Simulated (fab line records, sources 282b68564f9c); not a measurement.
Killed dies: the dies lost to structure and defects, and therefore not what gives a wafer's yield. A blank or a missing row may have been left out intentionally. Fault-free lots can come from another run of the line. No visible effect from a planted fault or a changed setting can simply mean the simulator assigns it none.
Split-lot experiment || flow ritCmos || on a route of 202 steps: 5 lots, 23 wafers read

== SPLIT DETAILS ==
At RIT_GATE_EXPOSE_13 (exposes mask M6, target cd 150 nm), the setting doseMj was moved away from the recipe's 380 on 8 of the 23 wafers read, by -6.8% to -3.9%. This setting was run at the recipe's value on the other wafers.

== FROM THE SPLIT TO THE READING: what the file shows between them, 11 steps ==
- RIT_NLDD_IMPLANT_08 (also split here: doseCm2)
- RIT_PLDD_IMPLANT_08 (also split here: doseCm2)
- RIT_SPACER_CVD_03: deposits Si3N4 from SiH2Cl2/NH3, target thk 250 nm, time 3300 s (also split here: sih2cl2FlowSccm)
- RIT_SPACER_THK_MEAS_04
- RIT_NSD_IMPLANT_08 (also split here: energyKev)
- RIT_PSD_HARDBAKE_07: time 60 s (also split here: tempC)
- RIT_PSD_IMPLANT_08
- RIT_PSD_STRIP_09: strips in O2, time 180 s
- RIT_SDANNEAL_RS_MEAS_06: measures by four-point-probe
- RIT_SDANNEAL_RS_MEAS_07: measures by four-point-probe
- RIT_CONTACT_ETCH_11: etches SiO2 in CHF3/CF4/Ar, stops on TiSi2, target depth 480 nm, time 320 s (also split here: timeS)

== THE READING ==
etest.nmosTurned.driveUaUm (the simulator's own value, which no gauge read), at RIT_M1_PROBE_99. The file gives no usual value for it. Across the 15 wafers here that went through the recipe, the average is 323.1 and the standard deviation 29.

{"wafer": "L079.1", "tool, chamber at the split": "ilineStepper-01, 0", "doseMj as run": 380, "against the recipe": "recipe", "etest.nmosTurned.driveUaUm": 300.8, "against lot-mates on the recipe": "-"}
{"wafer": "L079.2", "tool, chamber at the split": "ilineStepper-01, 0", "doseMj as run": 354.2, "against the recipe": "-6.8%", "etest.nmosTurned.driveUaUm": 251.9, "against lot-mates on the recipe": -44.5}
{"wafer": "L079.3", "tool, chamber at the split": "ilineStepper-01, 0", "doseMj as run": 354.2, "against the recipe": "-6.8%", "etest.nmosTurned.driveUaUm": 256.5, "against lot-mates on the recipe": -39.9}
{"wafer": "L079.5", "tool, chamber at the split": "ilineStepper-01, 0", "doseMj as run": 380, "against the recipe": "recipe", "etest.nmosTurned.driveUaUm": 292, "against lot-mates on the recipe": "-"}
{"wafer": "L079.6", "tool, chamber at the split": "ilineStepper-01, 0", "doseMj as run": 354.2, "against the recipe": "-6.8%", "etest.nmosTurned.driveUaUm": 246.5, "against lot-mates on the recipe": -49.9}
{"wafer": "L082.1", "tool, chamber at the split": "ilineStepper-01, 0", "doseMj as run": 365.2, "against the recipe": "-3.9%", "etest.nmosTurned.driveUaUm": 311.3, "against lot-mates on the recipe": -45.8}
{"wafer": "L082.3", "tool, chamber at the split": "ilineStepper-01, 0", "doseMj as run": 380, "against the recipe": "recipe", "etest.nmosTurned.driveUaUm": 353.8, "against lot-mates on the recipe": "-"}
{"wafer": "L082.4", "tool, chamber at the split": "ilineStepper-01, 0", "doseMj as run": 365.2, "against the recipe": "-3.9%", "etest.nmosTurned.driveUaUm": 322.1, "against lot-mates on the recipe": -35.0}
{"wafer": "L082.5", "tool, chamber at the split": "ilineStepper-01, 0", "doseMj as run": 380, "against the recipe": "recipe", "etest.nmosTurned.driveUaUm": 360.4, "against lot-mates on the recipe": "-"}
{"wafer": "L082.6", "tool, chamber at the split": "ilineStepper-01, 0", "doseMj as run": 365.2, "against the recipe": "-3.9%", "etest.nmosTurned.driveUaUm": 320, "against lot-mates on the recipe": -37.1}
{"wafer": "L083.1", "tool, chamber at the split": "ilineStepper-02, 0", "doseMj as run": 380, "against the recipe": "recipe", "etest.nmosTurned.driveUaUm": 287.2, "against lot-mates on the recipe": "-"}
{"wafer": "L083.2", "tool, chamber at the split": "ilineStepper-02, 0", "doseMj as run": 380, "against the recipe": "recipe", "etest.nmosTurned.driveUaUm": 287.9, "against lot-mates on the recipe": "-"}
{"wafer": "L083.3", "tool, chamber at the split": "ilineStepper-02, 0", "doseMj as run": 380, "against the recipe": "recipe", "etest.nmosTurned.driveUaUm": 267, "against lot-mates on the recipe": "-"}
{"wafer": "L083.5", "tool, chamber at the split": "ilineStepper-02, 0", "doseMj as run": 359.7, "against the recipe": "-5.3%", "etest.nmosTurned.driveUaUm": 260.9, "against lot-mates on the recipe": -19.8}
{"wafer": "L083.6", "tool, chamber at the split": "ilineStepper-02, 0", "doseMj as run": 359.7, "against the recipe": "-5.3%", "etest.nmosTurned.driveUaUm": 234.1, "against lot-mates on the recipe": -46.6}
{"wafer": "L084.3", "tool, chamber at the split": "ilineStepper-01, 0", "doseMj as run": 380, "against the recipe": "recipe", "etest.nmosTurned.driveUaUm": 345.4, "against lot-mates on the recipe": "-"}
{"wafer": "L084.4", "tool, chamber at the split": "ilineStepper-01, 0", "doseMj as run": 380, "against the recipe": "recipe", "etest.nmosTurned.driveUaUm": 353.3, "against lot-mates on the recipe": "-"}
{"wafer": "L084.5", "tool, chamber at the split": "ilineStepper-01, 0", "doseMj as run": 380, "against the recipe": "recipe", "etest.nmosTurned.driveUaUm": 358.1, "against lot-mates on the recipe": "-"}
{"wafer": "L085.1", "tool, chamber at the split": "ilineStepper-02, 0", "doseMj as run": 380, "against the recipe": "recipe", "etest.nmosTurned.driveUaUm": 317.5, "against lot-mates on the recipe": "-"}
{"wafer": "L085.2", "tool, chamber at the split": "ilineStepper-02, 0", "doseMj as run": 380, "against the recipe": "recipe", "etest.nmosTurned.driveUaUm": 327.3, "against lot-mates on the recipe": "-"}
{"wafer": "L085.3", "tool, chamber at the split": "ilineStepper-02, 0", "doseMj as run": 380, "against the recipe": "recipe", "etest.nmosTurned.driveUaUm": 334.5, "against lot-mates on the recipe": "-"}
{"wafer": "L085.4", "tool, chamber at the split": "ilineStepper-02, 0", "doseMj as run": 380, "against the recipe": "recipe", "etest.nmosTurned.driveUaUm": 325.9, "against lot-mates on the recipe": "-"}
{"wafer": "L085.6", "tool, chamber at the split": "ilineStepper-02, 0", "doseMj as run": 380, "against the recipe": "recipe", "etest.nmosTurned.driveUaUm": 336.1, "against lot-mates on the recipe": "-"}

THE FIT
A straight line over all 23 wafers: etest.nmosTurned.driveUaUm changes by +10 for each +1% of doseMj; r = +0.70; the points scatter about the line by 29.
The same after taking each lot's own level away (the mean of its wafers on the recipe; 23 wafers): +7.02 for each +1%; r = +0.91; scatter 8.7.
According to that fit, moving doseMj by its largest amount changes the reading by 48.
Across the lots, their own levels run from 280.70 to 357.10, a range of 2.7 times the standard deviation given above.
So the lot-to-lot level blurs the effect unless lot-mates are compared.
Check: -49.4 against its lot-mates is what the line predicts for one of the wafers moved furthest among these (-6.8%) when that wafer is left out of the fit. Against them it came out at -44.5.

== THESE WAFERS: OTHER SPLITS ==
Before the reading, these wafers also passed through other splits. Each is held against what the fit with the lots' levels taken away leaves over:
{"other split on the same wafers": "RIT_ACTIVE_OXIDATION_01 oxTimeS", "wafers away from the commonest value": 15, "r with etest.nmosTurned.driveUaUm (lot level and that fit taken away)": -0.24}
{"other split on the same wafers": "RIT_ACTIVE_ETCH_13 overEtchFrac", "wafers away from the commonest value": 6, "r with etest.nmosTurned.driveUaUm (lot level and that fit taken away)": -0.36}
{"other split on the same wafers": "RIT_NWELL_IMPLANT_08 doseCm2", "wafers away from the commonest value": 10, "r with etest.nmosTurned.driveUaUm (lot level and that fit taken away)": "+0.02"}
{"other split on the same wafers": "RIT_PWELL_DEVELOP_05 developTimeS", "wafers away from the commonest value": 8, "r with etest.nmosTurned.driveUaUm (lot level and that fit taken away)": -0.16}
{"other split on the same wafers": "RIT_NRETRO_COAT_01 resistThkNm", "wafers away from the commonest value": 4, "r with etest.nmosTurned.driveUaUm (lot level and that fit taken away)": -0.06}
{"other split on the same wafers": "RIT_NRETRO_SOFTBAKE_02 timeS", "wafers away from the commonest value": 7, "r with etest.nmosTurned.driveUaUm (lot level and that fit taken away)": "+0.08"}
{"other split on the same wafers": "RIT_GATE_OXIDATION_05 oxTimeS", "wafers away from the commonest value": 18, "r with etest.nmosTurned.driveUaUm (lot level and that fit taken away)": "+0.17"}
{"other split on the same wafers": "RIT_NLDD_IMPLANT_08 doseCm2", "wafers away from the commonest value": 6, "r with etest.nmosTurned.driveUaUm (lot level and that fit taken away)": -0.06}
{"other split on the same wafers": "RIT_PLDD_IMPLANT_08 doseCm2", "wafers away from the commonest value": 4, "r with etest.nmosTurned.driveUaUm (lot level and that fit taken away)": "+0.04"}
{"other split on the same wafers": "RIT_SPACER_CVD_03 sih2cl2FlowSccm", "wafers away from the commonest value": 15, "r with etest.nmosTurned.driveUaUm (lot level and that fit taken away)": -0.30}
{"other split on the same wafers": "RIT_NSD_IMPLANT_08 energyKev", "wafers away from the commonest value": 5, "r with etest.nmosTurned.driveUaUm (lot level and that fit taken away)": "+0.08"}
{"other split on the same wafers": "RIT_PSD_HARDBAKE_07 tempC", "wafers away from the commonest value": 8, "r with etest.nmosTurned.driveUaUm (lot level and that fit taken away)": -0.19}
{"other split on the same wafers": "RIT_CONTACT_ETCH_11 timeS", "wafers away from the commonest value": 9, "r with etest.nmosTurned.driveUaUm (lot level and that fit taken away)": -0.34}

== THE WHOLE CHAIN: every reading that the file lists as answering this split, in the file's order ==
{"step": "RIT_M1_PROBE_99", "what it does": "", "reading": "etest.pmos_0p15.rOnOhmUm (the simulator's own value, which no gauge read)", "change (the file's fit)": "-120 for each +1% of the setting", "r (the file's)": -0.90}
{"step": "RIT_M1_PROBE_99", "what it does": "", "reading": "etest.pmosTurned.rOnOhmUm (the simulator's own value, which no gauge read)", "change (the file's fit)": "-123 for each +1% of the setting", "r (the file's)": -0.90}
{"step": "RIT_M1_PROBE_99", "what it does": "", "reading": "etest.nmos_0p15.rOnOhmUm (the simulator's own value, which no gauge read)", "change (the file's fit)": "-36.8 for each +1% of the setting", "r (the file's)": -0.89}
{"step": "RIT_M1_PROBE_99", "what it does": "", "reading": "etest.nmos_0p15.driveUaUm (the simulator's own value, which no gauge read)", "change (the file's fit)": "+13.7 for each +1% of the setting", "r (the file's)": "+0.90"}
{"step": "RIT_M1_PROBE_99", "what it does": "", "reading": "etest.pmos_0p15.driveUaUm (the simulator's own value, which no gauge read)", "change (the file's fit)": "+8.59 for each +1% of the setting", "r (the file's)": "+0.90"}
{"step": "RIT_M1_PROBE_99", "what it does": "", "reading": "etest.nmosTurned.driveUaUm (the simulator's own value, which no gauge read)", "change (the file's fit)": "+7.06 for each +1% of the setting", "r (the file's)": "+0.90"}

== FILE'S OWN FIT ==
etest.nmosTurned.driveUaUm changes by +7.06 for each +1% of doseMj, r = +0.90.
